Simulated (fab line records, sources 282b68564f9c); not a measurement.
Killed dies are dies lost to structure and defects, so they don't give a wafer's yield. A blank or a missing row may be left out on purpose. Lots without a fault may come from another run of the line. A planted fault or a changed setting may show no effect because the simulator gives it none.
Split-lot experiment | flow rit_cmos | 5 lots, 23 wafers read, on a route of 202 steps

THE SPLIT
At RIT_CONTACT_CVD_00 (deposits SiO2 from TEOS, target thk 400 nm, time 61 s), the setting time_s was moved away from the recipe's 61 s on 7 of the 23 wafers read, by -13.7% to -9.5%. The other wafers ran this setting at the recipe's value.

The file shows no step between the split and the reading.

THE READING
CONTACT_TEOS_THK, in nm, at RIT_CONTACT_THK_MEAS_01. Fault-free wafers of this fab line usually give 400 nm, standard deviation 5.2 nm.

wafer  | tool, chamber at the split | time_s as run, s | against the recipe | CONTACT_TEOS_THK, nm | against lot-mates on the recipe
L074.1 | pecvd-01, 0                | 61               | recipe             | 396                  | -
L074.3 | pecvd-01, 1                | 61               | recipe             | 395                  | -
L074.4 | pecvd-01, 2                | 61               | recipe             | 400                  | -
L074.5 | pecvd-01, 0                | 61               | recipe             | 404                  | -
L074.6 | pecvd-01, 1                | 61               | recipe             | 398                  | -
L079.1 | pecvd-02, 0                | 61               | recipe             | 400                  | -
L079.2 | pecvd-02, 1                | 52.66            | -13.7%             | 347                  | -52
L079.4 | pecvd-02, 1                | 61               | recipe             | 401                  | -
L079.5 | pecvd-02, 2                | 61               | recipe             | 395                  | -
L079.6 | pecvd-02, 0                | 52.66            | -13.7%             | 350                  | -49
L080.1 | pecvd-01, 0                | 61               | recipe             | 398                  | -
L080.3 | pecvd-01, 2                | 61               | recipe             | 397                  | -
L080.4 | pecvd-01, 0                | 55.2             | -9.5%              | 364                  | -34
L080.5 | pecvd-01, 2                | 55.2             | -9.5%              | 364                  | -34
L080.6 | pecvd-01, 1                | 55.2             | -9.5%              | 363                  | -34
L084.2 | pecvd-04, 2                | 61               | recipe             | 386                  | -
L084.3 | pecvd-04, 1,2              | 54.62            | -10.5%             | 358                  | -38
L084.4 | pecvd-04, 0                | 61               | recipe             | 404                  | -
L084.5 | pecvd-04, 1,2              | 54.62            | -10.5%             | 355                  | -41
L084.6 | pecvd-04, 1                | 61               | recipe             | 399                  | -
L085.1 | pecvd-02, 2                | 61               | recipe             | 397                  | -
L085.4 | pecvd-02, 0                | 61               | recipe             | 409                  | -
L085.5 | pecvd-02, 2                | 61               | recipe             | 407                  | -
Where a row lists several chambers, the file gives one row for several wafers and doesn't say which wafer went through which chamber.

THE FIT
A straight line over all 23 wafers: CONTACT_TEOS_THK changes by +3.8 nm for each +1% of time_s; r = +0.97; the points scatter about the line by 4.7 nm.
The same after taking each lot's own level away (the mean of its wafers on the recipe; 23 wafers): +3.67 nm for each +1%; r = +0.98; scatter 4.1 nm.
On that fit, the largest move of time_s shifts the reading by 50 nm.
The lots' own levels span 396.3 to 404.3 nm, that is 1.5 times the standard deviation above.
So the lot-to-lot level changes the slope little: the two slopes agree.
Check: with one of the wafers moved furthest among these (-13.7%) left out of the fit, the line predicts -49.8 nm for it against its lot-mates. It came out at -51.7 nm against them.

THE WHOLE CHAIN: every reading that the file lists as answering this split, in the file's order
step                    | what it does                                                                | reading                                                                        | change (the file's fit)              | r (the file's)
RIT_CONTACT_CVD_00      | deposits SiO2 from TEOS, target thk 400 nm, time 61 s                       | SiO2_of_CONTACT_CVD_00.thk_nm (the simulator's own value, which no gauge read) | +3.65 nm for each +1% of the setting | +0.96
RIT_CONTACT_THK_MEAS_01 |                                                                             | CONTACT_TEOS_THK                                                               | +3.69 for each +1% of the setting    | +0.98
RIT_CONTACT_ETCH_11     | etches SiO2 in CHF3/CF4/Ar, stops on TiSi2, target depth 480 nm, time 320 s | CONTACT.feature_depth_nm (the simulator's own value, which no gauge read)      | +3.69 nm for each +1% of the setting | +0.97
RIT_CONTACT_ETCH_11     | etches SiO2 in CHF3/CF4/Ar, stops on TiSi2, target depth 480 nm, time 320 s | etch.depth_nm (the simulator's own value, which no gauge read)                 | +3.65 nm for each +1% of the setting | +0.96

THE FILE'S OWN FIT
CONTACT_TEOS_THK changes by +3.69 nm for each +1% of time_s, r = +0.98.
